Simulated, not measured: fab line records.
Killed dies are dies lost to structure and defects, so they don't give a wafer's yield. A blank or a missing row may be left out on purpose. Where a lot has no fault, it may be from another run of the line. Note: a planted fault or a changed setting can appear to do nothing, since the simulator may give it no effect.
Comparing a struck lot with a sound one -- flow berkeley-cmos170 -- 16 steps out of a route of 331
Sound: these wafers, L380.2, L380.4, L380.5. Wafers struck: L377.1, L377.2, L377.4. The cause is given at the end.
Per side, at each step with rows, come the tool, then ch with its chambers, and then its first start. Under that, the readings that differ: sound wafers -- struck wafers -- difference of the means -- sigmas: that difference in standard deviations of wafers without a fault.
alike: words and numbers the same on both sides, and readings whose means are apart by under 2 such deviations; not compared: readings that were withheld, readings missing a value for some wafer, numbers with overlapping values and no deviation given by the record, and bounds like >300 which may hide the same value.
The two part at a step that has a row with sigmas, a row that says differs or no value, or rows on one side only. When numbers do not overlap yet have no deviation, they are printed without sigmas and do not part them. Lack of a reading on every wafer of one side parts them only where that side has two or more wafers.

UCB170_ACTIVE_OVL_MEAS_14:
  sound on overlay-02 at day 7 03:16; struck on overlay-01 at day 6 18:10
  alike: ACTIVE_OVL
UCB170_ACTIVE_ETCH_15: etches Si3N4 in CH3F/Ar/O2, stops on SiO2, target depth 242 nm, time 151 s.
  sound on rie-diel-02 ch 0,3, day 7 03:18; struck on rie-diel-02 ch 0,3, day 6 18:12
  alike: drypump-motor-current-A, oes-product-au, throttle-valve-pct
  not compared: rf-hours-counter-h
UCB170_ACTIVE_STRIP_16: strips in O2.
  sound on plasma-asher-02 ch 0,1, day 7 03:24; struck on plasma-asher-02 ch 0,1, day 6 18:18
  alike: drypump-motor-current-A, o2-flow-sccm, oes-product-au, strip-time-to-endpoint-s
  not compared: rf-hours-counter-h
UCB170_ACTIVE_CD_MEAS_90: the cd target is 1200 nm.
  sound on cd-sem-02 at day 7 03:41; struck on cd-sem-02 at day 6 18:32
  alike: cd-nm
then, 7 steps without rows for these wafers: UCB170_ACTIVE_CLEAN_17 (cleans in SPM, time 600 s); UCB170_PFIELD_HMDS_00 (prime time 60 s); UCB170_PFIELD_COAT_01 (resist thk 900 nm); UCB170_PFIELD_SOFTBAKE_02 (time 60 s); UCB170_PFIELD_EXPOSE_03 (exposes mask PFIELD, target cd 1500 nm); UCB170_PFIELD_PEB_04; UCB170_PFIELD_DEVELOP_05 (develop time 45 s).
UCB170_PFIELD_OVL_MEAS_06:
  sound on overlay-01 at day 7 06:49; struck on overlay-01 at day 6 19:49
  alike: PFIELD_OVL
UCB170_PFIELD_IMPLANT_07:
  sound on implanter-02 ch 0, day 7 06:52; struck on implanter-04 ch 0, day 6 19:51
reading,sound,struck,difference,sigmas
dose-ions-cm2,2.001e+13 2.0032e+13 1.9983e+13,1.5233e+13 1.5215e+13 1.5221e+13,-4.7853e+12,-99 or more
faraday-current-uA,63.4 62.7 62.3,47.9 47.4 49.9,-14.4,-10
UCB170_PFIELD_STRIP_08: strips in O2.
  sound on plasma-asher-04 ch 0, day 7 06:59; struck on plasma-asher-01 ch 0,1, day 6 20:00
  alike: drypump-motor-current-A, o2-flow-sccm, oes-product-au, strip-time-to-endpoint-s
  not compared: rf-hours-counter-h
UCB170_PFIELD_TW_MEAS_09:
  sound on film-metro-04 at day 7 07:06; struck on film-metro-01 at day 6 20:19
reading,sound,struck,difference,sigmas
PFIELD_TW,596 592 595,550 547 549,-46,-14
  not compared: hold
UCB170_M3_PROBE_99:
  rows exist in the record for the sound wafers here (prober-01, day 12 04:36), none for the struck ones

WHERE THEY PART
Last at UCB170_M3_PROBE_99 as far as this record goes, first at UCB170_PFIELD_IMPLANT_07.

WHY: the cause the simulator had injected
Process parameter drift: implanter-04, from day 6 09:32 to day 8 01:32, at UCB170_PFIELD_IMPLANT_07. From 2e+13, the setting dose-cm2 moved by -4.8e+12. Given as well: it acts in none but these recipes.
